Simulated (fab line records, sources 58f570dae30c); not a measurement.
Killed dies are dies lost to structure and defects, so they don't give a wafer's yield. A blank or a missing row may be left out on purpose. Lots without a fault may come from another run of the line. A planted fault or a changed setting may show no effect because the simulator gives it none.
A struck lot beside a sound one | flow berkeley_cmos170 | 15 steps out of a route of 331
Sound: wafers L886.3, L886.4, L886.6. Struck: wafers L893.3, L893.4, L893.6. The cause comes at the end.
At each step with rows: each side's tool, then ch and its chambers, then its first start. Under that, the readings that differ: sound wafers | struck wafers | difference of the means | sigmas: that difference in standard deviations of wafers without a fault.
alike: readings whose means differ by less than 2 such deviations, and words and numbers that are the same on both sides. not compared: withheld readings, readings that some wafer has no value for, bounds like >300 that may hide the same value, and numbers for which the record gives no deviation and whose values overlap.
The two part at a step that has a row with sigmas, a row that says differs or no value, or rows on one side only. Numbers that don't overlap but have no deviation are shown without sigmas and don't part them. A reading that every wafer of one side lacks parts them only if that side has two wafers or more.

UCB170_V2_CMP_02: polishes SiO2.
  sound on cmp-01 ch 2,3, day 9 13:16; struck on cmp-02 ch 1,2,3, day 11 02:07
  alike: motor_current_A
UCB170_V2_BOW_MEAS_03:
  sound on film_metro-03, day 9 13:36; struck on film_metro-04, day 11 02:25
  alike: V2_BOW
UCB170_V2_THK_MEAS_04:
  sound on film_metro-03, day 9 13:42; struck on film_metro-04, day 11 02:31
  alike: V2_POLISHED_THK
then, 7 steps without rows for these wafers: UCB170_V2_CLEAN_05 (cleans in DIW); UCB170_V2_HMDS_06 (prime time 60 s); UCB170_V2_COAT_07 (resist thk 900 nm); UCB170_V2_SOFTBAKE_08 (time 60 s); UCB170_V2_EXPOSE_09 (exposes mask VIA2, target cd 700 nm); UCB170_V2_PEB_10; UCB170_V2_DEVELOP_11 (develop time 45 s).
UCB170_V2_CD_MEAS_12: target cd 700 nm.
  sound on cd_sem-01, day 9 18:20; struck on cd_sem-02, day 11 03:45
  alike: cd_nm
UCB170_V2_OVL_MEAS_13:
  sound on overlay-01, day 9 18:26; struck on overlay-02, day 11 03:50
  alike: V2_OVL
UCB170_V2_ETCH_14: etches SiO2 in CHF3/CF4/Ar, stops on Al, target depth 1250 nm, time 291 s.
  sound on rie_diel-04 ch 0,1, day 9 18:33; struck on rie_diel-02 ch 0,1,3, day 11 03:52
  reading                             | sound             | struck            | difference | sigmas
  model.KrF_of_V2_COAT_07.thk_nm (nm) | 613.8 615.2 614.5 | 667.9 676.4 679.6 | +60.1      |
  model.V2.feature_depth_nm (nm)      | 1001 1002 1002    | 979.3 948 927.5   | -50.1      |
  model.etch.depth_nm (nm)            | 1001 1002 1002    | 979.3 948 927.5   | -50.1      |
  alike: drypump_motor_current_A, oes_product_au, throttle_valve_pct
  not compared: rf_hours_counter_h
UCB170_V2_STRIP_15: strips in O2.
  sound on plasma_asher-01 ch 0,1, day 9 18:46; struck on plasma_asher-01 ch 0,1, day 11 04:04
  reading                      | sound             | struck            | difference | sigmas
  strip_time_to_endpoint_s (s) | 15.40 15.42 15.41 | 16.62 16.83 16.91 | +1.38      | +11
  alike: drypump_motor_current_A, oes_product_au
  not compared: rf_hours_counter_h
UCB170_V2_CD_MEAS_90: target cd 700 nm.
  sound on cd_sem-02, day 9 18:52; struck on cd_sem-01, day 11 04:13
  alike: cd_nm

WHERE THEY PART
Only at UCB170_V2_STRIP_15, within this record. Later steps at which nothing parts them and some readings are alike: UCB170_V2_CD_MEAS_90.

WHY: what the simulator had put in
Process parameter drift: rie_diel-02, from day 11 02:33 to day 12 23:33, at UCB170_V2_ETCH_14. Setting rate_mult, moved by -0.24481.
